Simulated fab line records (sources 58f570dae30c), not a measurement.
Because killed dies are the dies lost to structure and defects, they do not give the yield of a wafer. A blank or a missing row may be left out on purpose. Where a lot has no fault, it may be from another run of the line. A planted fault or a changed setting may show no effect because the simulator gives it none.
Which tool did it?    flow berkeley_cmos170    14 lots with 42 wafers sampled at 4 steps, on a route of 331 steps

== WHAT EACH GAUGE READ, for each wafer ==
UCB170_SDANNEAL_RS_MEAS_05: a four-point-probe measurement. Usual: NLDD_RS gives 616.3 ohm/sq (standard deviation 1.6).
lot   measured      on             NLDD_RS (ohm/sq)   flag
L889  day 7 09:02   film_metro-03  617.6 619.4 619.0  
L888  day 7 09:29   film_metro-04  614.4 615.3 615.5  
L892  day 8 01:21   film_metro-03  617.6 618.0 616.9  
L891  day 8 01:31   film_metro-01  614.5 614.3 614.1  
L893  day 8 02:15   film_metro-04  616.1 615.6 614.5  
L895  day 8 14:04   film_metro-01  614.2 612.9 613.3  
L899  day 9 04:14   film_metro-03  617.8 615.9 617.2  
L898  day 9 04:47   film_metro-01  614.7 615.0 617.0  
L904  day 10 04:08  film_metro-03  617.3 619.2 618.9  
L907  day 10 12:12  film_metro-04  617.4 618.3 617.3  
L906  day 10 12:50  film_metro-04  617.5 618.0 617.7  
L909  day 10 20:19  film_metro-03  617.4 615.3 617.1  

UCB170_SILICIDE_RS_MEAS_02: a four-point-probe measurement. Usual: SILICIDE_TI_RS gives 26.1 ohm/sq (standard deviation 0.46).
lot   measured      on             SILICIDE_TI_RS (ohm/sq)  flag
L889  day 7 09:16   film_metro-02  25.8 26.7 26.2           
L888  day 7 09:42   film_metro-01  25.5 25.8 26.1           
L892  day 8 01:34   film_metro-04  26.2 26.5 26.3           
L891  day 8 01:44   film_metro-01  26.3 26.2 26.0           
L893  day 8 02:28   film_metro-01  26.0 26.3 26.4           
L895  day 8 14:17   film_metro-02  26.2 26.1 25.9           
L899  day 9 04:26   film_metro-02  26.0 25.6 25.5           
L898  day 9 05:01   film_metro-04  26.0 25.5 25.4           
L904  day 10 04:22  film_metro-04  25.9 26.1 26.0           
L907  day 10 12:25  film_metro-02  25.0 25.7 24.9           
L906  day 10 13:03  film_metro-04  25.9 25.7 25.4           
L909  day 10 20:32  film_metro-04  25.9 26.5 25.7           

== EACH LOT AND THE TOOL THAT RAN IT (in order: tool; ch and the chambers of the sampled wafers; start) ==
lot   UCB170_BACKSIDE_STRIP_03              UCB170_SDANNEAL_RTA_00
L889  plasma_asher-04 ch 0,1, day 7 08:16   rtp_anneal-02 ch 0, day 7 08:33
L888  plasma_asher-04 ch 0,1, day 7 08:43   rtp_anneal-01 ch 0, day 7 09:00
L892  plasma_asher-01 ch 0,1, day 8 00:35   rtp_anneal-02 ch 0, day 8 00:52
L891  plasma_asher-03 ch 0,1, day 8 00:44   rtp_anneal-01 ch 0, day 8 01:01
L893  plasma_asher-03 ch 0,1, day 8 01:29   rtp_anneal-01 ch 0, day 8 01:45
L895  plasma_asher-03 ch 1, day 8 13:17     rtp_anneal-02 ch 0, day 8 13:34
L899  plasma_asher-04 ch 0,1, day 9 03:26   rtp_anneal-01 ch 0, day 9 03:44
L896  plasma_asher-03 ch 0,1, day 9 03:33   -
L897  plasma_asher-04 ch 0,1, day 9 03:37   -
L898  plasma_asher-01 ch 0,1, day 9 03:53   rtp_anneal-02 ch 0, day 9 04:10
L904  plasma_asher-03 ch 0,1, day 10 03:23  rtp_anneal-02 ch 0, day 10 03:38
L907  plasma_asher-03 ch 0, day 10 11:14    rtp_anneal-02 ch 0, day 10 11:43
L906  plasma_asher-04 ch 0,1, day 10 11:57  rtp_anneal-02 ch 0, day 10 12:21
L909  plasma_asher-04 ch 0,1, day 10 19:32  rtp_anneal-01 ch 0, day 10 19:49
- UCB170_BACKSIDE_STRIP_03: strips in O2.
- UCB170_SDANNEAL_RTA_00: time 10 s.

== WHAT THE TOOLS THEMSELVES READ (means of the sampled wafers that have a number; where no wafer has one, the mark that the record gives instead) ==
UCB170_BACKSIDE_STRIP_03. Usual: chamber_pressure_mTorr 3500 mTorr, standard deviation 3.1; drypump_motor_current_A 6.0 A, standard deviation 0.64; oes_product_au 0.734 a.u., standard deviation 0.0048; strip_time_to_endpoint_s 21.97 s, standard deviation 0.068.
lot   tool             chamber_pressure_mTorr (mTorr)  drypump_motor_current_A (A)  oes_product_au (a.u.)  strip_time_to_endpoint_s (s)  flag
L889  plasma_asher-04  3500                            6.1                          0.733                  21.97                         
L888  plasma_asher-04  3500                            6.3                          0.734                  21.94                         
L892  plasma_asher-01  3499                            4.9                          0.733                  21.87                         
L891  plasma_asher-03  3501                            6.4                          0.736                  21.97                         
L893  plasma_asher-03  3500                            6.4                          0.736                  21.99                         
L895  plasma_asher-03  3499                            6.6                          0.736                  21.95                         
L899  plasma_asher-04  3500                            6.3                          0.735                  21.92                         
L896  plasma_asher-03  -                               -                            -                      -                             OFF
L897  plasma_asher-04  -                               -                            -                      -                             OFF
L898  plasma_asher-01  3500                            4.8                          0.742                  21.97                         
L904  plasma_asher-03  3501                            6.4                          0.733                  21.93                         
L907  plasma_asher-03  3500                            6.0                          0.733                  22.09                         
L906  plasma_asher-04  3499                            6.3                          0.736                  21.90                         
L909  plasma_asher-04  3501                            6.3                          0.733                  22.02                         

UCB170_SDANNEAL_RTA_00. Usual: lamp_power_pct 25.2 %, standard deviation 1.4; wafer_temp_C_max 905.9, standard deviation 1.9.
lot   tool           lamp_power_pct (%)  wafer_temp_C_max  flag
L889  rtp_anneal-02  26.4                906.7             
L888  rtp_anneal-01  23.6                904.1             
L892  rtp_anneal-02  26.4                906.6             
L891  rtp_anneal-01  23.6                903.5             
L893  rtp_anneal-01  23.6                904.1             
L895  rtp_anneal-02  26.4                907.3             
L899  rtp_anneal-01  23.6                904.0             
L898  rtp_anneal-02  26.4                908.5             
L904  rtp_anneal-02  26.4                907.6             
L907  rtp_anneal-02  26.4                906.6             
L906  rtp_anneal-02  26.4                907.9             
L909  rtp_anneal-01  23.6                904.6             

== THE ANSWER, worked out from the rows above alone ==
Rule: lot off if the mean of its wafers having a number is beyond 3 standard deviations from the usual mean. A lot without any number at a reading at which 4 lots or more have one is off too. The other lots that the step has rows for count as sound. After the gauges, taken in route order, come the tools' own readings; for these a lot's mean is taken, as printed above. At the first step where some lot is off, the reading lying furthest off is the one used; lots without a number count as furthest.
Off: L896, L897, at UCB170_BACKSIDE_STRIP_03 (chamber_pressure_mTorr). Without a number there: L896, L897.
A tool fits if, at that step or a process step before it, it ran every lot that is off, and no sound lot after the first of them. No candidate that was tried fits.

== WHAT HAD BEEN PUT IN BY THE SIMULATOR ==
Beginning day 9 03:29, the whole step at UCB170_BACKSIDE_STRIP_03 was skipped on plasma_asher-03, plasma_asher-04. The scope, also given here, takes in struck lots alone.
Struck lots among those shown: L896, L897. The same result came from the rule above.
